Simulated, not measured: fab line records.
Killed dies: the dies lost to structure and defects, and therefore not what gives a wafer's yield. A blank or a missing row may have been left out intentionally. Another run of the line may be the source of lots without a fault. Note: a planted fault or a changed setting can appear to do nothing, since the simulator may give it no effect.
fab line records	flow rit_cmos
[record] lots = 6	wafers = 18	last_day = 7
route steps=202 shown NLDD@110 PLDD@114 SPACER@125 NSD@131 PSD@142 M1@202
lots that met no fault: taken from a fault-free run of the same line
start_h: hours from the record's first day to the start of the lot's first wafer shown	wait_h: how many hours have passed since the lot's step before this one	" repeats the value in the row above	L1.1+2: a single row standing in for several wafers	- no value, or no start was given	* or withheld: withheld	< > ~ a bound
route shown NAME@n: a module of which the file shows steps, and the number in the route of the first	usual: average and standard deviation across the fault-free wafers	same: alike in all rows	chamber/n: place in a boat	sites: each site's reading	_std_site: the standard deviation of these	_edge_site: the outer-site mean with the inner-site mean subtracted	radius_mm: for every site, how far away it sits from the centre of the wafer	mask NAME#n: copy n	behind: the last tool/chamber to shape the wafer	hold: cause of the lot's hold/its duration in hours/its outcome	device: whichever transistor did not switch (one of n, p or np)	end of line: tests run on the same wafers once the route is complete	where a step has no rows: the recipe by itself	killed: dies lost to structure and defects at the first sort, not the wafer's yield	map: a wafer's dies, x killed, . not, _ none there
set.NAME: the setting as run; set.NAME@STEP: as run at that earlier step	model.NAME: the simulator's own value behind a step, which no gauge read
a table for each step, a row for each wafer; lots at some steps of the route
services: when a tool's chamber went out of use (start_h, in hours from the record's first day, below 0 if earlier), for how many hours, and the reason
[[steps]]
[step RIT_NLDD_HARDBAKE_07]
[recipe] resist = NOVOLAK	temp_c = 138.7	time_s = 60
[step RIT_NLDD_IMPLANT_08]
[recipe] species = P	energy_kev = 20	dose_cm2 = 5e+14	tilt_deg = 7
[step RIT_NLDD_STRIP_09]
[recipe] chemistry = O2	time_s = 180	resist = NOVOLAK	platen_temp_c = withheld	power_w = 500	pressure_mtorr = 4000	o2_flow_sccm = 4000
[usual] drypump_motor_current_A = 5.7/0.42
lot.wafer	tool	chamber	start_h	wait_h	drypump_motor_current_A	rf_hours_counter_h
L358.3	plasma_asher-03	1	63.45	0.1	6.1	-
L358.4	"	0	"	"	4.7	-
L358.6	"	1	"	"	6.1	-
L362.1	plasma_asher-03	1	81.47	0.1	6.1	45
L362.3	"	1	"	"	6.1	-
L362.4	"	0	"	"	4.7	-
L367.1	plasma_asher-04	1	107.42	0.1	6.2	29
L367.2	"	0	"	"	5.5	29
L367.4	"	0	"	"	5.5	-
L369.2	plasma_asher-04	1	116.74	0.1	6.1	30
L369.3	"	1	"	"	6.2	-
L369.6	"	1	"	"	6.1	-
L373.1	plasma_asher-02	1	137.99	0.1	5.9	51
L373.3	"	1	"	"	5.9	-
L373.4	"	0	"	"	5.5	-
L375.2	plasma_asher-04	0	146.69	0.1	5.5	33
L375.4	"	1	"	"	6.1	-
L375.6	"	1	"	"	6.1	-
[step RIT_NLDD_TW_MEAS_10]
[usual] NLDD_TW = 2501/13
lot.wafer	tool	chamber	start_h	wait_h	NLDD_TW
L358.3	film_metro-03	-	63.59	0.1	2510
L358.4	"	-	"	"	2518
L358.6	"	-	"	"	2522
L362.1	film_metro-01	-	81.65	0.1	2490
L362.3	"	-	"	"	2491
L362.4	"	-	"	"	2487
L367.1	film_metro-03	-	107.59	0.1	2482
L367.2	"	-	"	"	2491
L367.4	"	-	"	"	2499
L369.2	film_metro-02	-	116.92	0.1	2517
L369.3	"	-	"	"	2514
L369.6	"	-	"	"	2515
L373.1	film_metro-01	-	138.16	0.1	2484
L373.3	"	-	"	"	2488
L373.4	"	-	"	"	2483
L375.2	film_metro-02	-	146.87	0.1	2508
L375.4	"	-	"	"	2519
L375.6	"	-	"	"	2518
[step RIT_PLDD_HMDS_00]
[recipe] prime_time_s = 60	prime_temp_c = 140
[step RIT_PLDD_COAT_01]
[recipe] resist = NOVOLAK	spin_rpm = 3250	resist_thk_nm = 1000
[step RIT_PLDD_SOFTBAKE_02]
[recipe] resist = NOVOLAK	temp_c = 90	time_s = 60
[step RIT_PLDD_EXPOSE_03]
[recipe] mask_id = M8	na = 0.57	target_cd_nm = 40900	dose_mj = 250
[step RIT_PLDD_PEB_04]
[recipe] resist = NOVOLAK	temp_c = withheld	time_s = withheld
[step RIT_PLDD_DEVELOP_05]
[recipe] resist = NOVOLAK	develop_time_s = 50	dev_temp_c = 23
[step RIT_PLDD_OVL_MEAS_06]
[usual] PLDD_OVL = -0.2/1.6
lot.wafer	tool	chamber	start_h	wait_h	PLDD_OVL[nm]
L358.3	overlay-02	-	64.49	-	2.0
L358.4	"	-	"	"	1.6
L358.6	"	-	"	"	2.0
L362.1	overlay-01	-	82.68	-	0.3
L362.3	"	-	"	"	-0.4
L362.4	"	-	"	"	1.2
L367.1	overlay-01	-	108.63	-	0.6
L367.2	"	-	"	"	-0.3
L367.4	"	-	"	"	-0.5
L369.2	overlay-01	-	117.95	-	3.0
L369.3	"	-	"	"	3.5
L369.6	"	-	"	"	3.2
L373.1	overlay-01	-	139.20	-	-1.3
L373.3	"	-	"	"	-1.3
L373.4	"	-	"	"	-2.5
L375.2	overlay-01	-	147.78	-	-0.5
L375.4	"	-	"	"	-0.4
L375.6	"	-	"	"	-1.5
[step RIT_PLDD_HARDBAKE_07]
[recipe] resist = NOVOLAK	temp_c = 140	time_s = 60
[step RIT_PLDD_IMPLANT_08]
[recipe] species = BF2	energy_kev = 20	dose_cm2 = 9e+14	tilt_deg = 7
[usual] dose_ions_cm2 = 9.002e+14/8.7e+11	end_station_pressure_torr = 7.3e-06/4.1e-07	faraday_current_uA = 2826/51	tilt_deg = 6.998/0.023
[same] implant_ion_amu = 49
lot.wafer	tool	chamber	start_h	wait_h	dose_ions_cm2	end_station_pressure_torr	faraday_current_uA	tilt_deg
L358.3	implanter-02	0	64.71	0.1	9.002e+14	6.6e-06	2792	6.995
L358.4	"	0	"	"	9.015e+14	7.3e-06	2785	6.971
L358.6	"	0	"	"	9.007e+14	7.2e-06	2904	7.026
L362.1	implanter-01	0	82.87	0.1	8.995e+14	7.1e-06	2911	6.978
L362.3	"	0	"	"	9.001e+14	7.5e-06	2771	7.003
L362.4	"	0	"	"	8.996e+14	7.2e-06	2730	6.996
L367.1	implanter-01	0	108.81	0.1	1.4401e+15	8.1e-06	4573	6.982
L367.2	"	0	"	"	1.4404e+15	8.5e-06	4442	6.963
L367.4	"	0	"	"	1.4399e+15	9.1e-06	4533	6.996
L369.2	implanter-01	0	118.16	0.1	1.4398e+15	8.7e-06	4377	7.013
L369.3	"	0	"	"	1.4392e+15	9.1e-06	4549	7.005
L369.6	"	0	"	"	1.4394e+15	9.2e-06	4519	7.021
L373.1	implanter-04	0	139.38	0.1	9e+14	6.3e-06	2900	7.022
L373.3	"	0	"	"	8.987e+14	7.9e-06	2863	7.024
L373.4	"	0	"	"	8.992e+14	8.1e-06	2842	7.035
L375.2	implanter-04	0	147.99	0.1	8.994e+14	7.5e-06	2838	6.959
L375.4	"	0	"	"	9.012e+14	7e-06	2868	6.993
L375.6	"	0	"	"	9.006e+14	7e-06	2825	6.956
[step RIT_PLDD_STRIP_09]
[recipe] chemistry = O2	time_s = 180	resist = NOVOLAK	platen_temp_c = withheld	power_w = 500	pressure_mtorr = 4000	o2_flow_sccm = 4000
[usual] drypump_motor_current_A = 5.72/0.23
lot.wafer	tool	chamber	start_h	wait_h	drypump_motor_current_A	rf_hours_counter_h
L358.3	plasma_asher-02	0	64.87	0.1	5.47	-
L358.4	"	1	"	"	5.85	-
L358.6	"	0	"	"	5.44	-
L362.1	plasma_asher-02	1	83.02	0.1	5.87	45
L362.3	"	0	"	"	5.50	-
L362.4	"	1	"	"	5.87	-
L367.1	plasma_asher-04	1	108.96	0.1	6.15	29
L367.2	"	0	"	"	5.50	29
L367.4	"	1	"	"	6.13	-
L369.2	plasma_asher-02	1	118.28	0.1	5.84	48
L369.3	"	0	"	"	5.47	-
L369.6	"	0	"	"	5.49	-
L373.1	plasma_asher-02	1	139.53	0.1	5.84	51
L373.3	"	0	"	"	5.48	-
L373.4	"	1	"	"	5.84	-
L375.2	plasma_asher-01	0	148.11	0.1	5.73	3
L375.4	"	1	"	"	5.67	-
L375.6	"	0	"	"	5.73	-
[step RIT_PLDD_TW_MEAS_10]
[usual] PLDD_TW = 2359/12
lot.wafer	tool	chamber	start_h	wait_h	PLDD_TW
L358.3	film_metro-02	-	65.01	0.1	2356
L358.4	"	-	"	"	2351
L358.6	"	-	"	"	2348
L362.1	film_metro-02	-	83.19	0.1	2360
L362.3	"	-	"	"	2366
L362.4	"	-	"	"	2383
L367.1	film_metro-02	-	109.14	0.1	2636
L367.2	"	-	"	"	2634
L367.4	"	-	"	"	2632
L369.2	film_metro-02	-	118.47	0.1	2644
L369.3	"	-	"	"	2642
L369.6	"	-	"	"	2631
L373.1	film_metro-01	-	139.71	0.1	2339
L373.3	"	-	"	"	2338
L373.4	"	-	"	"	2336
L375.2	film_metro-02	-	148.30	0.1	2367
L375.4	"	-	"	"	2367
L375.6	"	-	"	"	2372
[step RIT_SPACER_CLEAN_00]
[recipe] chemistry = SC1	mix = 3:3:50	time_s = 600	temp_c = 75
[step RIT_SPACER_CLEAN_01]
[recipe] chemistry = dHF	dilution = 50:1	time_s = 30
[step RIT_SPACER_CLEAN_02]
[recipe] chemistry = SC2	mix = 3:3:50	time_s = 600	temp_c = 75	dry = n2_spin
[step RIT_SPACER_CVD_03]
[recipe] material = Si3N4	target_thk_nm = 250	temp_c = 810	precursor = SiH2Cl2/NH3	time_s = 3386	pressure_mtorr = 300	sih2cl2_flow_sccm = 60	nh3_flow_sccm = 150
[step RIT_SPACER_THK_MEAS_04]
[recipe] reads = Si3N4_of_SPACER_CVD_03
[usual] SPACER_NITRIDE_THK = 256.6/2.4
lot.wafer	tool	chamber	start_h	wait_h	SPACER_NITRIDE_THK[nm]
L358.3	film_metro-02	-	67.39	0.0	256.1
L358.4	"	-	"	"	256.3
L358.6	"	-	"	"	255.0
L362.1	film_metro-04	-	85.55	0.0	261.0
L362.3	"	-	"	"	261.0
L362.4	"	-	"	"	261.7
L367.1	film_metro-01	-	111.48	0.0	258.3
L367.2	"	-	"	"	258.2
L367.4	"	-	"	"	258.3
L369.2	film_metro-02	-	120.81	0.0	258.5
L369.3	"	-	"	"	259.5
L369.6	"	-	"	"	258.2
L373.1	film_metro-01	-	142.05	0.0	259.2
L373.3	"	-	"	"	257.5
L373.4	"	-	"	"	257.2
L375.2	film_metro-01	-	150.64	0.0	253.1
L375.4	"	-	"	"	253.6
L375.6	"	-	"	"	254.5
[step RIT_SPACER_ETCHBACK_05]
[recipe] target_depth_a = 2500	SF6_flow_sccm = 30	CHF3_flow_sccm = 30	target = Si3N4	chemistry = SF6/CHF3	pressure_mtorr = 40	rf_w = 250	time_s = 240	stop_on = SiO2
[usual] drypump_motor_current_A = 5.7/0.36	oes_product_au = 0.862/0.014	throttle_valve_pct = 10.29/0.11
lot.wafer	tool	chamber	start_h	wait_h	drypump_motor_current_A	oes_product_au	rf_hours_counter_h	throttle_valve_pct
L358.3	rie_diel-03	2	67.43	0.0	5.9	0.884	72	10.31
L358.4	"	3	"	"	5.5	0.859	47	10.49
L358.6	"	0	"	"	5.5	0.871	-	10.18
L362.1	rie_diel-04	2	85.61	0.1	5.3	0.890	103	10.42
L362.3	"	0	"	"	6.0	0.859	106	10.24
L362.4	"	1	"	"	6.2	0.878	3	10.37
L367.1	rie_diel-04	3	111.54	0.1	5.0	0.850	90	10.14
L367.2	"	0	"	"	6.0	0.852	106	10.25
L367.4	"	2	"	"	5.3	0.883	103	10.41
L369.2	rie_diel-02	0	120.86	0.0	5.7	0.849	134	10.10
L369.3	"	1	"	"	5.7	0.856	142	10.35
L369.6	"	3	"	"	6.3	0.855	-	10.21
L373.1	rie_diel-04	0	142.11	0.1	6.0	0.854	107	10.23
L373.3	"	2	"	"	5.3	0.875	104	10.41
L373.4	"	1	"	"	6.2	0.870	4	10.35
L375.2	rie_diel-02	1	150.69	0.0	5.7	0.848	143	10.36
L375.4	"	0	"	"	5.7	0.835	134	10.12
L375.6	"	2	"	"	5.4	0.861	-	10.35
[step RIT_NSD_HMDS_00]
[recipe] prime_time_s = 60	prime_temp_c = 140
[step RIT_NSD_COAT_01]
[recipe] resist = NOVOLAK	spin_rpm = 3250	resist_thk_nm = 1000
[step RIT_NSD_SOFTBAKE_02]
[recipe] resist = NOVOLAK	temp_c = 90	time_s = 60
[step RIT_NSD_EXPOSE_03]
[recipe] mask_id = M9	na = 0.57	target_cd_nm = 40700	dose_mj = 250
[step RIT_NSD_PEB_04]
[recipe] resist = NOVOLAK	temp_c = withheld	time_s = withheld
[step RIT_NSD_DEVELOP_05]
[recipe] resist = NOVOLAK	develop_time_s = 50	dev_temp_c = 23
[step RIT_NSD_OVL_MEAS_06]
[usual] NSD_OVL = 0.4/1.1
lot.wafer	tool	chamber	start_h	wait_h	NSD_OVL[nm]
L358.3	overlay-02	-	68.59	-	-0.5
L358.4	"	-	"	"	-0.4
L358.6	"	-	"	"	-0.6
L362.1	overlay-02	-	86.74	-	3.0
L362.3	"	-	"	"	1.4
L362.4	"	-	"	"	2.7
L367.1	overlay-01	-	112.67	-	1.0
L367.2	"	-	"	"	0.1
L367.4	"	-	"	"	-0.2
L369.2	overlay-01	-	121.87	-	0.1
L369.3	"	-	"	"	0.6
L369.6	"	-	"	"	0.2
L373.1	overlay-01	-	143.24	-	1.2
L373.3	"	-	"	"	1.0
L373.4	"	-	"	"	0.7
L375.2	overlay-01	-	151.70	-	-0.2
L375.4	"	-	"	"	-2.8
L375.6	"	-	"	"	-0.4
[step RIT_NSD_HARDBAKE_07]
[recipe] resist = NOVOLAK	temp_c = 140	time_s = 60
[step RIT_NSD_IMPLANT_08]
[recipe] species = P	energy_kev = 25	dose_cm2 = 1e+15	tilt_deg = 7
[step RIT_NSD_STRIP_09]
[recipe] chemistry = O2	time_s = 180	resist = NOVOLAK	platen_temp_c = withheld	power_w = 500	pressure_mtorr = 4000	o2_flow_sccm = 4000
[usual] drypump_motor_current_A = 5.7/0.46
lot.wafer	tool	chamber	start_h	wait_h	drypump_motor_current_A	rf_hours_counter_h
L358.3	plasma_asher-04	1	69.09	0.1	6.2	-
L358.4	"	0	"	"	5.5	-
L358.6	"	1	"	"	6.2	-
L362.1	plasma_asher-04	1	87.07	0.1	6.1	26
L362.3	"	0	"	"	5.5	-
L362.4	"	1	"	"	6.1	-
L367.1	plasma_asher-03	1	113.00	0.1	6.1	49
L367.2	"	0	"	"	4.7	49
L367.4	"	0	"	"	4.7	-
L369.2	plasma_asher-01	0	122.20	0.1	5.7	0
L369.3	"	1	"	"	5.6	-
L369.6	"	0	"	"	5.7	-
L373.1	plasma_asher-01	1	143.57	0.1	5.7	3
L373.3	"	1	"	"	5.7	-
L373.4	"	0	"	"	5.7	-
L375.2	plasma_asher-04	0	152.03	0.1	5.5	34
L375.4	"	0	"	"	5.5	-
L375.6	"	0	"	"	5.5	-
[step RIT_NSD_TW_MEAS_10]
[usual] NSD_TW = 3127/20
lot.wafer	tool	chamber	start_h	wait_h	NSD_TW
L358.3	film_metro-03	-	69.23	0.1	3163
L358.4	"	-	"	"	3143
L358.6	"	-	"	"	3146
L362.1	film_metro-03	-	87.25	0.1	3130
L362.3	"	-	"	"	3149
L362.4	"	-	"	"	3139
L367.1	film_metro-03	-	113.18	0.1	3127
L367.2	"	-	"	"	3139
L367.4	"	-	"	"	3140
L369.2	film_metro-01	-	122.38	0.1	3117
L369.3	"	-	"	"	3103
L369.6	"	-	"	"	3094
L373.1	film_metro-01	-	143.75	0.1	3116
L373.3	"	-	"	"	3109
L373.4	"	-	"	"	3092
L375.2	film_metro-03	-	152.21	0.1	3141
L375.4	"	-	"	"	3115
L375.6	"	-	"	"	3126
[step RIT_PSD_HMDS_00]
[recipe] prime_time_s = 60	prime_temp_c = 140
[step RIT_PSD_COAT_01]
[recipe] resist = NOVOLAK	spin_rpm = 3250	resist_thk_nm = 1009
[step RIT_PSD_SOFTBAKE_02]
[recipe] resist = NOVOLAK	temp_c = 90	time_s = 60
[step RIT_PSD_EXPOSE_03]
[recipe] mask_id = M10	na = 0.57	target_cd_nm = 40900	dose_mj = 250
[step RIT_PSD_PEB_04]
[recipe] resist = NOVOLAK	temp_c = withheld	time_s = withheld
[step RIT_PSD_DEVELOP_05]
[recipe] resist = NOVOLAK	develop_time_s = 50	dev_temp_c = 23
[step RIT_PSD_OVL_MEAS_06]
[usual] PSD_OVL = -0.7/1.3
lot.wafer	tool	chamber	start_h	wait_h	PSD_OVL[nm]
L358.3	overlay-02	-	70.25	-	-1.2
L358.4	"	-	"	"	-0.8
L358.6	"	-	"	"	-1.4
L362.1	overlay-02	-	88.28	-	-2.3
L362.3	"	-	"	"	-0.6
L362.4	"	-	"	"	-0.8
L367.1	overlay-02	-	114.09	-	-3.3
L367.2	"	-	"	"	-2.2
L367.4	"	-	"	"	-0.9
L369.2	overlay-02	-	123.29	-	0.6
L369.3	"	-	"	"	0.3
L369.6	"	-	"	"	-0.2
L373.1	overlay-01	-	144.72	-	-0.1
L373.3	"	-	"	"	1.2
L373.4	"	-	"	"	1.4
L375.2	overlay-01	-	153.24	-	-2.0
L375.4	"	-	"	"	-0.7
L375.6	"	-	"	"	-0.9
[step RIT_PSD_HARDBAKE_07]
[recipe] resist = NOVOLAK	temp_c = 140	time_s = 60
[step RIT_PSD_IMPLANT_08]
[recipe] species = BF2	energy_kev = 27	dose_cm2 = 4.953e+15	tilt_deg = 7
[step RIT_PSD_STRIP_09]
[recipe] chemistry = O2	time_s = 180	resist = NOVOLAK	platen_temp_c = withheld	power_w = 500	pressure_mtorr = 4000	o2_flow_sccm = 4000
[usual] drypump_motor_current_A = 5.6/0.47
lot.wafer	tool	chamber	start_h	wait_h	drypump_motor_current_A	rf_hours_counter_h
L358.3	plasma_asher-02	0	70.64	0.1	5.5	-
L358.4	"	1	"	"	5.9	-
L358.6	"	0	"	"	5.5	-
L362.1	plasma_asher-01	1	88.62	0.1	5.7	46
L362.3	"	0	"	"	5.7	-
L362.4	"	1	"	"	5.7	-
L367.1	plasma_asher-03	1	114.42	0.1	6.1	49
L367.2	"	0	"	"	4.7	49
L367.4	"	0	"	"	4.7	-
L369.2	plasma_asher-02	1	123.62	0.1	5.9	49
L369.3	"	0	"	"	5.5	-
L369.6	"	0	"	"	5.5	-
L373.1	plasma_asher-01	0	145.06	0.1	5.7	3
L373.3	"	1	"	"	5.7	-
L373.4	"	0	"	"	5.7	-
L375.2	plasma_asher-03	0	153.57	0.1	4.7	53
L375.4	"	0	"	"	4.8	-
L375.6	"	0	"	"	4.7	-
[step RIT_SDANNEAL_RS_MEAS_06]
[recipe] thk_meas_gauge = four-point-probe
[usual] PLDD_RS = 178.6/0.44
lot.wafer	tool	chamber	start_h	wait_h	PLDD_RS[ohm/sq]
L358.3	film_metro-02	-	71.52	0.1	179.2
L358.4	"	-	"	"	179.0
L358.6	"	-	"	"	179.2
L362.1	film_metro-02	-	89.55	0.1	179.1
L362.3	"	-	"	"	179.2
L362.4	"	-	"	"	179.1
L367.1	film_metro-02	-	115.34	0.1	157.1
L367.2	"	-	"	"	157.4
L367.4	"	-	"	"	157.3
L369.2	film_metro-03	-	124.54	0.1	156.7
L369.3	"	-	"	"	156.8
L369.6	"	-	"	"	156.7
L373.1	film_metro-01	-	145.96	0.1	178.2
L373.3	"	-	"	"	178.3
L373.4	"	-	"	"	178.4
L375.2	film_metro-02	-	154.49	0.1	178.7
L375.4	"	-	"	"	178.7
L375.6	"	-	"	"	177.9
[step RIT_M1_PROBE_99]
[usual] killed_at_M0_to_M3 = 0.0/0.14	killed_at_contacts = 0.0/0.22	killed_at_front_end = 6.5/3	killed_dies = 6.6/3	killed_open = 3.4/2.2	killed_short = 3.3/1.7
[same] gross_dies = 264	killed_at_M4_up = 0	killed_at_back_side = 0	killed_at_other = 0
lot.wafer	tool	chamber	start_h	wait_h	killed_at_M0_to_M3	killed_at_contacts	killed_at_front_end	killed_dies	killed_open	killed_short	model.etest.pmos_turned.r_on_ohm_um	model.etest.pmos_0p3.r_on_ohm_um	model.etest.pmos_0p15.r_on_ohm_um	model.etest.pldd.rs_ohm_sq	model.etest.pldd.line_ohm_um	model.etest.pmos_turned.drive_ua_um	model.etest.pmos_0p15.drive_ua_um	model.etest.pmos_0p15.swing_mv_dec
L358.3	prober-01	-	79.05	0.2	0	0	8	8	4	4	3316	6162	2610	475	145.9	197.3	274.5	84.09
L358.4	prober-01	-	79.10	0.2	1	0	8	9	5	4	3330	6134	2628	489.3	152.3	194.8	272.6	84.31
L358.6	prober-01	-	79.20	0.2	0	0	8	8	2	6	3373	6007	2643	499.1	159.4	192.7	270.3	83.4
L362.1	prober-01	-	96.85	0.1	0	0	7	7	4	3	3520	6344	2776	466.5	145.3	184.4	251.1	84.47
L362.3	prober-01	-	96.95	0.2	0	0	13	13	9	4	3452	6275	2778	436.6	135.1	189.7	253.6	84.43
L362.4	prober-01	-	97.00	0.2	0	0	7	7	6	1	3487	6264	2758	460.4	144.1	185.6	253.2	84.22
L367.1	prober-02	-	122.66	0.1	1	0	2	3	0	3	3403	6192	2751	381.7	118.3	191	254	84.8
L367.2	prober-02	-	122.71	0.1	0	0	7	7	3	4	3307	6215	2647	389.9	122.1	199	266.5	84.73
L367.4	prober-02	-	122.81	0.2	0	0	7	7	5	2	3468	6339	2780	390.1	121.6	186.6	249.3	84.5
L369.2	prober-02	-	131.76	0.1	0	0	3	3	0	3	3172	6168	2513	356.8	113.5	211.8	283.7	86.1
L369.3	prober-02	-	131.81	0.2	0	0	8	8	5	3	3191	6154	2521	355	109.7	211.8	281.3	85.62
L369.6	prober-02	-	131.96	0.2	0	0	6	6	3	3	3212	6183	2569	351.9	111.2	208.6	277.4	85.98
L373.1	prober-02	-	153.35	0.1	0	0	8	8	3	5	3352	6297	2685	454.4	141.3	194.6	267.4	85.19
L373.3	prober-02	-	153.45	0.2	0	0	4	4	3	1	3307	6143	2613	462.2	142.7	196.5	272.3	84.75
L373.4	prober-02	-	153.50	0.2	0	0	6	6	3	3	3349	6268	2669	445.2	138.6	196.2	267.2	85.12
L375.2	prober-02	-	162.90	0.1	0	0	9	9	4	5	3269	6089	2608	449.1	140.1	204.4	277.6	83.89
L375.4	prober-02	-	163.00	0.2	0	0	9	9	5	4	3268	6065	2614	451.7	141.7	203.4	280.1	83.91
L375.6	prober-02	-	163.10	0.2	0	1	4	5	2	3	3275	6110	2615	446.4	136.9	204.8	275.2	84.1
// killed by level:class
L358.3 GATE:geometric_particle:short=2 GATE:geometric_particle:open=2 FOX2:geometric_particle:open=1 FOX2:geometric_particle:short=1 SPACER:geometric_particle:open=1 SILICIDE:geometric_particle:short=1
L358.4 GATE:geometric_particle:open=3 GATE:geometric_particle:short=2 SPACER:geometric_particle:short=1 SPACER:geometric_particle:open=1 SILICIDE:geometric_particle:open=1 M1:geometric_particle:short=1
L358.6 GATE:geometric_particle:short=2 FOX1:geometric_particle:short=1 FOX2:geometric_particle:short=1 FOX2:geometric_particle:open=1 GATE:geometric_particle:open=1 REOX:geometric_particle:short=1 SPACER:geometric_particle:short=1
L362.1 FOX1:geometric_particle:short=2 FOX1:geometric_particle:open=2 GATE:geometric_particle:short=1 SPACER:geometric_particle:open=1 SILICIDE:geometric_particle:open=1
L362.3 GATE:geometric_particle:open=4 REOX:geometric_particle:open=3 REOX:geometric_particle:short=2 FOX1:geometric_particle:open=1 FOX1:geometric_particle:short=1 GATE:geometric_particle:short=1 SPACER:geometric_particle:open=1
L362.4 REOX:geometric_particle:open=3 FOX1:geometric_particle:open=1 FOX2:geometric_particle:short=1 FOX2:geometric_particle:open=1 SPACER:geometric_particle:open=1
L367.1 GATE:geometric_particle:short=1 SPACER:geometric_particle:short=1 M1:geometric_particle:short=1
L367.2 GATE:geometric_particle:short=3 FOX1:geometric_particle:open=1 FOX2:geometric_particle:open=1 FOX2:geometric_particle:short=1 GATE:geometric_particle:open=1
L367.4 GATE:geometric_particle:open=2 SILICIDE:geometric_particle:open=2 FOX2:geometric_particle:open=1 SPACER:geometric_particle:short=1 REOX:geometric_particle:short=1
L369.2 FOX1:geometric_particle:short=1 GATE:geometric_particle:short=1 SPACER:geometric_particle:short=1
L369.3 FOX1:geometric_particle:open=2 GATE:geometric_particle:open=2 GATE:geometric_particle:short=2 FOX2:geometric_particle:short=1 SILICIDE:geometric_particle:open=1
L369.6 GATE:geometric_particle:open=2 REOX:geometric_particle:short=2 REOX:geometric_particle:open=1 SPACER:geometric_particle:short=1
L373.1 GATE:geometric_particle:short=3 SILICIDE:geometric_particle:short=2 FOX1:geometric_particle:open=1 SPACER:geometric_particle:open=1 SILICIDE:geometric_particle:open=1
L373.3 FOX1:geometric_particle:open=1 GATE:geometric_particle:open=1 SPACER:geometric_particle:short=1 SPACER:geometric_particle:open=1
L373.4 GATE:geometric_particle:short=2 SILICIDE:geometric_particle:open=2 GATE:geometric_particle:open=1 SPACER:geometric_particle:short=1
L375.2 FOX1:geometric_particle:short=2 GATE:geometric_particle:short=2 FOX1:geometric_particle:open=1 GATE:geometric_particle:open=1 REOX:geometric_particle:open=1 SPACER:geometric_particle:short=1 SPACER:geometric_particle:open=1
L375.4 GATE:geometric_particle:short=4 FOX1:geometric_particle:open=2 FOX2:geometric_particle:open=2 REOX:geometric_particle:open=1
L375.6 FOX2:geometric_particle:open=1 SPACER:geometric_particle:short=1 SILICIDE:geometric_particle:open=1 SILICIDE:geometric_particle:short=1 CONTACT:geometric_particle:short=1
[[services]]
tool	chamber	start_h	hours	kind
rie_diel-02	3	42.94	12.6	repair
implanter-04	-	52.00	1.6	repair
implanter-01	-	54.81	0.8	repair
rie_diel-03	1	56.06	6.7	repair
implanter-01	-	66.74	4.7	repair
rie_diel-02	3	76.76	2.7	repair
implanter-04	-	92.50	1.3	repair
plasma_asher-01	-	108.75	9.0	pm
plasma_asher-01	0	108.75	9.0	vent_cycle
plasma_asher-01	1	108.75	9.0	vent_cycle
plasma_asher-01	0	117.75	-	clean
plasma_asher-01	1	117.75	-	clean
rie_diel-03	3	133.17	10.2	repair
[[key]]
[first_sign] step = RIT_PLDD_IMPLANT_08	reading = dose_ions_cm2	direction = up	sigmas = 99+	usual = 9.002e+14	struck = 1.4398e+15
[effect] step = RIT_PLDD_IMPLANT_08	reading = faraday_current_uA	direction = up	sigmas = 33	usual = 2826	struck = 4499
[effect] step = RIT_PLDD_TW_MEAS_10	reading = PLDD_TW	direction = up	sigmas = 24	usual = 2359	struck = 2636
[effect] step = RIT_SDANNEAL_RS_MEAS_06	reading = PLDD_RS	direction = down	sigmas = 49	usual = 178.6	struck = 157.0
[model_effect] step = RIT_M1_PROBE_99	value = etest.pmos_turned.r_on_ohm_um	without = 3622	struck = 3292
met_at RIT_PLDD_IMPLANT_08
struck_wafers L367.1,L367.2,L367.4,L369.2,L369.3,L369.6
tester_left_out L367,L369
onset_between 82.87 108.81
[fault] kind = process_parameter_drift	tool = implanter-01	chamber = -	onset_h = 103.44	steps = RIT_PLDD_IMPLANT_08	channel = dose_cm2	offset = 5.4e+14	shape = step	end_h = 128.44	acts_in = these_recipes_only	stated = 9e+14
// tester_left_out: of these lots the tester's yield and bins aren't shown, on N5 and GAA mostly nor the transistor test; their killed dies are dies lost to structure and defects alone, not to doping, threshold or leakage, so they don't give the yield
